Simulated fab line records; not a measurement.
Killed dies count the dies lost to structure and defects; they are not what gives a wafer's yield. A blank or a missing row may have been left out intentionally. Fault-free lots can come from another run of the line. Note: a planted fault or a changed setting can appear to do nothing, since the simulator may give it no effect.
Problem report, 8D (eight disciplines) form, completed by code ; flow rit-cmos ; the parts of the form that need people (team, actions taken, sign-off) are left out

1. THE PROBLEM
Mean of killed-at-front-end at RIT_M1_PROBE_99: 37.3 across 3 wafers in 2 lots; on wafers with no fault it is 6.5 (standard deviation 3). Measured from the usual mean, that is +10 standard deviations.
The first sign was on wafer L267.2 at day 4 07:00, on prober-01. The record has a number at this step for 42 wafers belonging to 14 lots. By rule, "out" or "out of limits" means more than 4 standard deviations away from the usual mean. Any other wafer with a number is counted as sound.

2. WHAT IT IS, WHAT IT ISN'T
question;is;is not
which readings at this step;killed-at-front-end, killed-dies;killed-at-contacts, killed-on-rim, killed-open
which lots;L267, L271;L263, L264, L265, L268, L269, L276, L277, L280, L283, L284, L285, L286
which wafers of those lots;L267.2, L271.2, L271.5;L267.1, L267.5, L271.6
read on which tools;prober-01;prober-02
when;from day 4 07:00;"up to then (10 sound wafers); but 29 sound wafers of L267, L268, L269, L271, L276, L277, L280, L283, L284, L285, L286 came after"

3. THE SUSPECTS, EACH WITH WHAT RULES IT OUT
Counting: if a tool at a process step up to the reading ran every lot that is out, it stays a suspect. Sound lots after the first of them don't rule it out here, since some wafers of a struck lot are sound.
- plasma-asher-03 at RIT_ACTIVE_STRIP_14 (strips in O2, time 180 s): kept. It ran every lot that is out, first L267 (day 2 10:50); its last sound lot up to then is L265 (day 2 00:50).
- prober-01 at RIT_M1_PROBE_99: kept. It ran every lot that is out, first L267 (day 4 06:57); its last sound lot up to then is L265 (day 3 20:31). On those wafers its own readings are out: killed-at-front-end, killed-dies.
- The sound lot-mates ran in chamber 1 of plasma-asher-03 at RIT_ACTIVE_STRIP_14, but the wafers that are out ran in chamber 0.
Remaining after the count are plasma-asher-03 at RIT_ACTIVE_STRIP_14 and prober-01 at RIT_M1_PROBE_99.

4. THE CAUSE (what the simulator had put in)
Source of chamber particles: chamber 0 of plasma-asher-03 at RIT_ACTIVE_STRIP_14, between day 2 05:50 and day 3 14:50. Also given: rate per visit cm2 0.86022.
Counting leaves 2 suspects; this tool is one of them.

5. SEQUENCE OF EFFECTS, ordered by route
Each row: a reading whose mean over the struck wafers that have a number lies more than 3 standard deviations from the usual. Only readings whose record carries a usual standard deviation are examined. hours: median over the lots of the time between each lot's start at the first step of this table that gives one and its start at this step. sigmas: the change, counted in usual standard deviations.
hours;step;reading;usual;on struck wafers;change;sigmas
0;RIT_M1_PROBE_99;killed-at-front-end;6.5;37.3;+30.8;+10
0;RIT_M1_PROBE_99;killed-dies;6.6;37.7;+31.1;+10
Here are the process steps it includes:
- RIT_M1_PROBE_99

6. WHAT WOULD HAVE CAUGHT IT SOONER
First out-of-limits reading in this record: day 4 07:00, which is 49 hours after fault onset at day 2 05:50.
Tool readings at RIT_ACTIVE_STRIP_14 with a usual standard deviation given in the record: none out on any struck wafer, hence no alarm at a limit of 4 standard deviations on them.
By day 4 07:00 the whole set of lots that are out, 2 in number, had already begun RIT_ACTIVE_STRIP_14 on plasma-asher-03. Tool hold at that time: it would have spared none of them.
